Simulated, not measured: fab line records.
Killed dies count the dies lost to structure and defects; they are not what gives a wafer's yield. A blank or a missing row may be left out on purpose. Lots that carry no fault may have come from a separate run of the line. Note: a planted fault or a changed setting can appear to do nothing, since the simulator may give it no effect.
Shared-tool check | flow berkeley cmos170 | Sampled: 14 lots, 48 wafers

== THE REASON FOR OPENING IT ==
At UCB170_PLDD_CD_MEAS_06 the reading cd nm is flagged on 2 of 14 lots. No-fault wafers: 1200.2 nm, standard deviation 1.4.
Rule: a lot is flagged when every wafer of it that has a number lies more than 4 standard deviations from that mean, or none has a number. As for the other lots, they are considered sound.

lot  | measured     | on        | cd nm (nm), wafer by wafer                | flag
L898 | day 6 15:01  | cd sem-02 | 1198.9 1199.9 1197.9                      |
L899 | day 7 04:27  | cd sem-01 | 1200.4 1199.3 1199.3                      |
L900 | day 7 05:11  | cd sem-01 | 1199.2 1199.3 1199.8                      |
L901 | day 7 19:28  | cd sem-01 | 1204.0 1202.7 1203.0                      |
L902 | day 7 19:44  | cd sem-02 | 1200.1 1199.7 1199.3                      |
L904 | day 8 04:13  | cd sem-01 | 1200.4 1201.5 1200.9                      |
L903 | day 8 05:00  | cd sem-02 | 1202.8 1201.1 1202.2                      |
L906 | day 8 22:10  | cd sem-02 | 1198.9 1199.5 1200.6                      |
L908 | day 8 22:32  | cd sem-02 | 1199.3 1199.5 1199.2                      |
L909 | day 9 13:53  | cd sem-02 | 1200.1 1200.4 1200.4                      |
L912 | day 9 17:37  | cd sem-01 | 1199.9 1201.2 1199.5                      |
L915 | day 10 11:19 | cd sem-01 | 1171.7 1171.5 1171.6 1171.7 1171.5 1171.7 | FLAGGED
L916 | day 10 21:04 | cd sem-02 | 1176.9 1177.5 1178.0 1176.6 1177.8 1177.7 | FLAGGED
L917 | day 10 21:08 | cd sem-01 | 1201.5 1200.0 1199.6                      |
The numbers of the flagged lots are 1174.5 nm on average: -25.7 nm against the usual, or -18 standard deviations.

== TOOL THAT RAN EACH LOT ==
The record keeps 1 process step preceding the reading, out of 331 steps on the route. Read each cell as the tool, then ch plus the chambers that the sampled wafers visited, then the start.
lot  | flag    | UCB170_PLDD_PEB_04
L898 |         | litho track-02 ch 0, day 6 14:45
L899 |         | litho track-04 ch 0, day 7 04:11
L900 |         | litho track-04 ch 0, day 7 04:55
L901 |         | litho track-02 ch 0, day 7 19:11
L902 |         | litho track-02 ch 0, day 7 19:28
L904 |         | litho track-03 ch 0, day 8 03:56
L903 |         | litho track-04 ch 0, day 8 04:38
L906 |         | litho track-02 ch 0, day 8 21:53
L908 |         | litho track-02 ch 0, day 8 22:15
L909 |         | litho track-04 ch 0, day 9 13:37
L912 |         | litho track-02 ch 0, day 9 17:20
L915 | FLAGGED | litho track-04 ch 0, day 10 11:03
L916 | FLAGGED | litho track-04 ch 0, day 10 20:48
L917 |         | litho track-03 ch 0, day 10 20:52
What is done by these steps:
- UCB170_PLDD_PEB_04
- UCB170_PLDD_CD_MEAS_06: target cd 1200 nm.

== FLAGGED AGAINST TOTAL, ONE TOOL AT A TIME (gauges that did the reading follow at the end) ==
step                   | tool           | lots run | flagged | share of the flagged lots | sound lots run after its first flagged lot
UCB170_PLDD_PEB_04     | litho track-02 | 6        | 0       | none                      | -
UCB170_PLDD_PEB_04     | litho track-03 | 2        | 0       | none                      | -
UCB170_PLDD_PEB_04     | litho track-04 | 6        | 2       | all                       | 0
UCB170_PLDD_CD_MEAS_06 | cd sem-01      | 7        | 1       | some                      | 1 (L917)
UCB170_PLDD_CD_MEAS_06 | cd sem-02      | 7        | 1       | some                      | 0

== THE TABLE: WHAT IT ALLOWS ==
1 row of the table ran every flagged lot: litho track-04 at UCB170_PLDD_PEB_04.
- litho track-04 at UCB170_PLDD_PEB_04 ran 6 lots, 2 of them flagged. It ran its last sound lot, L909, at day 9 13:37 and its first flagged lot, L915, at day 10 11:03: a fault with its onset between the two fits. Its own readings (heater power total W, plate temp C) fall more than 4 standard deviations out on all wafers of the flagged lots.
One tool is left: litho track-04 at UCB170_PLDD_PEB_04.

== WHAT THE SIMULATOR HAD INSERTED ==
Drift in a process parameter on litho track-04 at UCB170_PLDD_PEB_04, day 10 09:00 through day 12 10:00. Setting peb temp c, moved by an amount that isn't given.
Lots struck among those shown: L915, L916. The rule above reached the same finding.
